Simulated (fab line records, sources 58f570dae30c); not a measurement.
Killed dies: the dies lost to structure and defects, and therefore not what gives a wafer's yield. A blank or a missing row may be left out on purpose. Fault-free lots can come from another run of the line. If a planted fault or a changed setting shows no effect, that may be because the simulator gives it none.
Struck lot and sound lot, side by side    flow berkeley cmos170    19 out of 331 route steps
Sound: the wafers L401.2, L401.3, L401.6. Wafers struck: L391.3, L391.4, L391.5. At the end, the cause is stated.
Per side, at each step with rows, come the tool, then ch with its chambers, and then its first start. Under that, the readings that differ: sound wafers    struck wafers    difference of the means    sigmas: that difference in standard deviations of wafers without a fault.
alike: a reading whose means differ by less than 2 such deviations, as well as words and numbers matching on both sides. not compared: withheld readings; readings where some wafer has no value; bounds like >300 that might hide an equal value; numbers whose values overlap and for which the record gives no deviation.
Wherever a step has rows on one side only, a row that says differs or no value, or a row with sigmas, the two part there. When numbers do not overlap yet have no deviation, they are printed without sigmas and do not part them. A reading missing from all wafers of one side parts the sides only when that side holds two or more wafers.

UCB170_PLDD_CD_MEAS_06 targets a cd of 1200 nm.
  struck on cd sem-01, day 7 05:49; sound on cd sem-02, day 9 13:32
  alike: cd nm
UCB170_PLDD_OVL_MEAS_07:
  struck on overlay-01, day 7 05:55; sound on overlay-02, day 9 13:38
reading        sound      struck  difference  sigmas
PLDD_OVL (nm)  -7 -3 -10  0 3 4   +9          +2
then, 2 steps without rows for these wafers: UCB170_PLDD_IMPLANT_08; UCB170_PLDD_IMPLANT_09.
UCB170_PLDD_STRIP_10: strips in O2.
  sound on plasma asher-01 ch 0, day 9 13:58; struck on plasma asher-01 ch 0,1, day 7 06:16
  alike: drypump motor current A, oes product au, strip time to endpoint s
  not compared: rf hours counter h
UCB170_PLDD_TW_MEAS_11:
  struck on film metro-02, day 7 06:21; sound on film metro-01, day 9 14:05
reading  sound           struck          difference  sigmas
PLDD_TW  1008 1010 1002  1049 1043 1046  +39         +2
then, 6 steps without rows for these wafers: UCB170_PLDD_CLEAN_12 (cleans in SPM, time 600 s); UCB170_NLDD_HMDS_00 (prime time 60 s); UCB170_NLDD_COAT_01 (resist thk 900 nm); UCB170_NLDD_SOFTBAKE_02 (time 60 s); UCB170_NLDD_EXPOSE_03 (exposes mask NSELECT, target cd 1200 nm); UCB170_NLDD_PEB_04.
UCB170_NLDD_DEVELOP_05: develop time 45 s.
  sound on litho track-03 ch 0, day 9 15:00; struck on litho track-01 ch 0, day 7 07:00
  alike: developer temp C, exhaust pa
UCB170_NLDD_OVL_MEAS_07:
  struck on overlay-02, day 7 08:05; sound on overlay-01, day 9 15:31
  alike: NLDD_OVL
then, 2 steps without rows for these wafers: UCB170_NLDD_IMPLANT_08; UCB170_NLDD_IMPLANT_09.
UCB170_NLDD_STRIP_10: strips in O2.
  sound on plasma asher-04 ch 0,1, day 9 15:50; struck on plasma asher-02 ch 0,1, day 7 08:26
  alike: drypump motor current A, oes product au, strip time to endpoint s
  not compared: rf hours counter h
UCB170_NLDD_TW_MEAS_11:
  struck on film metro-02, day 7 08:31; sound on film metro-01, day 9 15:57
reading  sound           struck    difference  sigmas
NLDD_TW  2199 2226 2205  31 31 31  -2179       -62
then, 1 step without rows for these wafers: UCB170_NLDD_CLEAN_12 (cleans in SPM, time 600 s).

## WHERE THEY PART
Earliest at UCB170_PLDD_OVL_MEAS_07; latest, in this record, at UCB170_NLDD_TW_MEAS_11.

WHY: what had been put in by the simulator
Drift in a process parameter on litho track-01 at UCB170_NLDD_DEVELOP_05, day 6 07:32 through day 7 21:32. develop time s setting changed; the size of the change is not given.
